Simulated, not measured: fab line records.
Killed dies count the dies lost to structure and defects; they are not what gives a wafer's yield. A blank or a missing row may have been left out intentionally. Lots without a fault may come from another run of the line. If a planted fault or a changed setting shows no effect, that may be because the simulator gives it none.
fab line records | flow berkeley-cmos170
[record] lots = 7 | wafers = 21 | last-day = 12
route steps=331 shown ACTIVE@60
lots that met no fault: from a run of the same line without faults
start-h: hours from the record's opening day to when the first of the lot's shown wafers began | wait-h: hours since the lot's step before | " as in the row above | L1.1+2: several wafers, shown together as one row | - value missing, or start not given | * or withheld: withheld | < > ~ a bound
route shown NAME@n: NAME is a module with steps in the file, n the number in the route of the first one | usual: mean/standard deviation of fault-free wafers | same: alike in all rows | chamber/n: place in a boat | sites: readings site by site | _std_site: their standard deviation | _edge_site: mean of outer sites minus mean of inner sites | radius-mm: for every site, how far away it sits from the centre of the wafer | mask NAME#n: copy n | behind: the last tool/chamber to shape the wafer | hold: what put the lot on hold/how long, in hours/how the hold closed | device: which transistor (n, p or np) failed to switch | end of line: tests of these same wafers at the route's end | a step given without rows: its recipe and nothing more | killed: the dies lost at the first sort to structure and to defects; this is not the yield of the wafer | map: shows each die of a wafer: x if killed, . if not, _ if none is there
set.NAME: the setting the step ran with; set.NAME@STEP: the setting that earlier step ran with | model.NAME: the simulator's own value behind a step, which no gauge read
certain route steps with their lots: each step a table, each wafer a row
[[steps]]
[step UCB170_ACTIVE_CLEAN_00]
[recipe] chemistry = SPM | temp-c = 120 | time-s = 600
[step UCB170_ACTIVE_CLEAN_01]
[recipe] chemistry = dHF | dilution = 25:1 | time-s = 60
[step UCB170_ACTIVE_OXIDATION_02]
[recipe] temp-c = 1000 | ambient = O2 | target-thk-a = 264 | ox-time-s = 1260
[step UCB170_ACTIVE_THK_MEAS_03]
[recipe] reads = SiO2_of_ACTIVE_OXIDATION_02
[usual] ACTIVE_OXIDE_THK = 26.4/0.54
lot.wafer | tool          | chamber | start-h | wait-h | ACTIVE_OXIDE_THK[nm]
L637.3    | film-metro-02 | -       | 65.83   | 0.0    | 27.6
L637.4    | "             | -       | "       | "      | 27.5
L637.6    | "             | -       | "       | "      | 27.6
L639.2    | film-metro-04 | -       | 72.56   | 0.0    | 26.0
L639.3    | "             | -       | "       | "      | 25.9
L639.4    | "             | -       | "       | "      | 26.2
L649.2    | film-metro-02 | -       | 127.04  | 0.0    | 26.7
L649.3    | "             | -       | "       | "      | 27.1
L649.6    | "             | -       | "       | "      | 26.6
L650.1    | film-metro-03 | -       | 131.35  | 0.2    | 26.0
L650.3    | "             | -       | "       | "      | 25.8
L650.4    | "             | -       | "       | "      | 25.9
L651.1    | film-metro-04 | -       | 131.36  | 0.2    | 26.8
L651.2    | "             | -       | "       | "      | 27.0
L651.6    | "             | -       | "       | "      | 26.9
L660.4    | film-metro-03 | -       | 174.19  | 0.0    | 27.0
L660.5    | "             | -       | "       | "      | 27.1
L660.6    | "             | -       | "       | "      | 26.3
L659.1    | film-metro-03 | -       | 174.22  | 0.1    | 26.8
L659.3    | "             | -       | "       | "      | 26.7
L659.5    | "             | -       | "       | "      | 26.3
[step UCB170_ACTIVE_ANNEAL_04]
[recipe] temp-c = 1000 | time-s = 900 | ambient = N2
[step UCB170_ACTIVE_CVD_05]
[recipe] material = Si3N4 | target-thk-nm = 220 | temp-c = 800 | precursor = SiH2Cl2/NH3 | time-s = 3300 | pressure-mtorr = 200 | sih2cl2-flow-sccm = 25 | nh3-flow-sccm = 75
[step UCB170_ACTIVE_THK_MEAS_06]
[recipe] reads = Si3N4_of_ACTIVE_CVD_05
[usual] ACTIVE_NITRIDE_THK = 219.8/1.8
lot.wafer | tool          | chamber | start-h | wait-h | ACTIVE_NITRIDE_THK[nm]
L637.3    | film-metro-02 | -       | 70.24   | 0.0    | 222.0
L637.4    | "             | -       | "       | "      | 220.1
L637.6    | "             | -       | "       | "      | 219.4
L639.2    | film-metro-04 | -       | 77.00   | 0.0    | 217.0
L639.3    | "             | -       | "       | "      | 219.7
L639.4    | "             | -       | "       | "      | 218.5
L649.2    | film-metro-02 | -       | 130.29  | 0.0    | 216.9
L649.3    | "             | -       | "       | "      | 217.3
L649.6    | "             | -       | "       | "      | 217.1
L650.1    | film-metro-04 | -       | 137.50  | 0.0    | 219.4
L650.3    | "             | -       | "       | "      | 218.5
L650.4    | "             | -       | "       | "      | 219.2
L651.1    | film-metro-02 | -       | 137.50  | 0.0    | 219.6
L651.2    | "             | -       | "       | "      | 218.9
L651.6    | "             | -       | "       | "      | 222.2
L659.1    | film-metro-04 | -       | 180.28  | 0.0    | 220.3
L659.3    | "             | -       | "       | "      | 219.4
L659.5    | "             | -       | "       | "      | 219.0
L660.4    | film-metro-02 | -       | 180.31  | 0.0    | 219.1
L660.5    | "             | -       | "       | "      | 217.5
L660.6    | "             | -       | "       | "      | 219.1
[step UCB170_ACTIVE_HMDS_07]
[recipe] prime-time-s = 60 | prime-temp-c = 100
[step UCB170_ACTIVE_COAT_08]
[recipe] resist = KrF | spin-rpm = 1500 | resist-thk-nm = 900
[step UCB170_ACTIVE_SOFTBAKE_09]
[recipe] resist = KrF | temp-c = 130 | time-s = 60
[step UCB170_ACTIVE_EXPOSE_10]
[recipe] mask-id = ACTIVE | target-cd-nm = 1200 | na = 0.5 | sigma-outer = 0.6 | source-shape = conventional | dose-mj = 20
[step UCB170_ACTIVE_PEB_11]
[recipe] peb-temp-c = 130 | peb-time-s = withheld | resist = KrF
[step UCB170_ACTIVE_DEVELOP_12]
[recipe] developer = TMAH | develop-time-s = 45 | resist = KrF | dev-temp-c = 21.33
[usual] chill-plate-temp-C = 23.02/0.1 | develop-time-s = 45/0
lot.wafer | tool           | chamber | start-h | wait-h | chill-plate-temp-C | develop-time-s | model.KrF_of_ACTIVE_COAT_08.thk-nm
L637.3    | litho-track-04 | 0       | 71      | -      | 22.95              | 45             | 884.1
L637.4    | "              | 0       | "       | "      | 23.08              | 45             | 888.8
L637.6    | "              | 0       | "       | "      | 22.98              | 45             | 885.2
L639.2    | litho-track-02 | 0       | 78      | -      | 22.84              | 45             | 892.5
L639.3    | "              | 0       | "       | "      | 23.00              | 45             | 887.6
L639.4    | "              | 0       | "       | "      | 23.02              | 45             | 890.1
L649.2    | litho-track-01 | -       | 131     | -      | -                  | -              | 899.6
L649.3    | "              | -       | "       | "      | -                  | -              | 898.7
L649.6    | "              | -       | "       | "      | -                  | -              | 901
L650.1    | litho-track-01 | -       | 139     | -      | -                  | -              | 900.4
L650.3    | "              | -       | "       | "      | -                  | -              | 897.7
L650.4    | "              | -       | "       | "      | -                  | -              | 898.5
L651.1    | litho-track-02 | -       | 139     | -      | -                  | -              | 901.7
L651.2    | "              | -       | "       | "      | -                  | -              | 903.2
L651.6    | "              | -       | 140     | -      | -                  | -              | 900.6
L660.4    | litho-track-02 | 0       | 181     | -      | 22.95              | 45             | 885.6
L660.5    | "              | 0       | "       | "      | 22.99              | 45             | 888.7
L660.6    | "              | 0       | "       | "      | 23.16              | 45             | 890.3
L659.1    | litho-track-02 | 0       | 181     | -      | 23.10              | 45             | 888.1
L659.3    | "              | 0       | "       | "      | 23.10              | 45             | 887.9
L659.5    | "              | 0       | "       | "      | 22.93              | 45             | 885.8
[step UCB170_ACTIVE_CD_MEAS_13]
[recipe] target-cd-nm = 1200
[usual] cd-nm = 1199.7/1.3
lot.wafer | tool      | chamber | start-h | wait-h | cd-nm
L637.3    | cd-sem-01 | -       | 71.90   | -      | 1200.0
L637.4    | "         | -       | "       | "      | 1201.4
L637.6    | "         | -       | "       | "      | 1200.9
L639.2    | cd-sem-01 | -       | 78.26   | -      | 1198.8
L639.3    | "         | -       | "       | "      | 1198.2
L639.4    | "         | -       | "       | "      | 1197.8
L649.2    | cd-sem-02 | -       | 131.24  | -      | -
L649.3    | "         | -       | "       | "      | -
L649.6    | "         | -       | "       | "      | -
L650.1    | cd-sem-02 | -       | 140.06  | -      | -
L650.3    | "         | -       | "       | "      | -
L650.4    | "         | -       | "       | "      | -
L651.1    | cd-sem-01 | -       | 140.09  | -      | -
L651.2    | "         | -       | "       | "      | -
L651.6    | "         | -       | "       | "      | -
L660.4    | cd-sem-02 | -       | 181.58  | -      | 1201.0
L660.5    | "         | -       | "       | "      | 1202.3
L660.6    | "         | -       | "       | "      | 1199.7
L659.1    | cd-sem-02 | -       | 181.79  | -      | 1200.0
L659.3    | "         | -       | "       | "      | 1199.6
L659.5    | "         | -       | "       | "      | 1200.5
[[key]]
[first-sign] step = UCB170_ACTIVE_DEVELOP_12 | reading = tool-record | direction = missing
effect none on later readings
[model-effect] step = UCB170_ACTIVE_DEVELOP_12 | value = KrF_of_ACTIVE_COAT_08.thk-nm | without = 885.9 | struck = 900.1
met-at UCB170_ACTIVE_DEVELOP_12
struck-wafers L649.2,L649.3,L649.6,L650.1,L650.3,L650.4,L651.1,L651.2,L651.6
later-rows-left-out L649.2,L649.3,L649.6,L650.1,L650.3,L650.4,L651.1,L651.2,L651.6
sort-left-out L649.2,L649.3,L649.6,L650.1,L650.3,L650.4,L651.1,L651.2,L651.6
tester-left-out L649,L650,L651
onset-between 78 131
[fault] kind = skipped-step-whole | tool = litho-track-01,litho-track-02 | chamber = - | onset-h = 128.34 | steps = UCB170_ACTIVE_DEVELOP_12 | scope = struck-lots-only
// tester-left-out: of these lots the tester's yield and bins aren't shown, on N5 and GAA mostly nor the transistor test; their killed dies are dies lost to structure and defects alone, not to doping, threshold or leakage, so they don't give the yield
// sort-left-out: the simulated sort isn't trusted on such a fault, so these wafers' sort isn't shown, and their yield isn't known
// later-rows-left-out: the simulator's readings of these wafers behind a module that went badly wrong aren't trusted and aren't shown, but for the sort
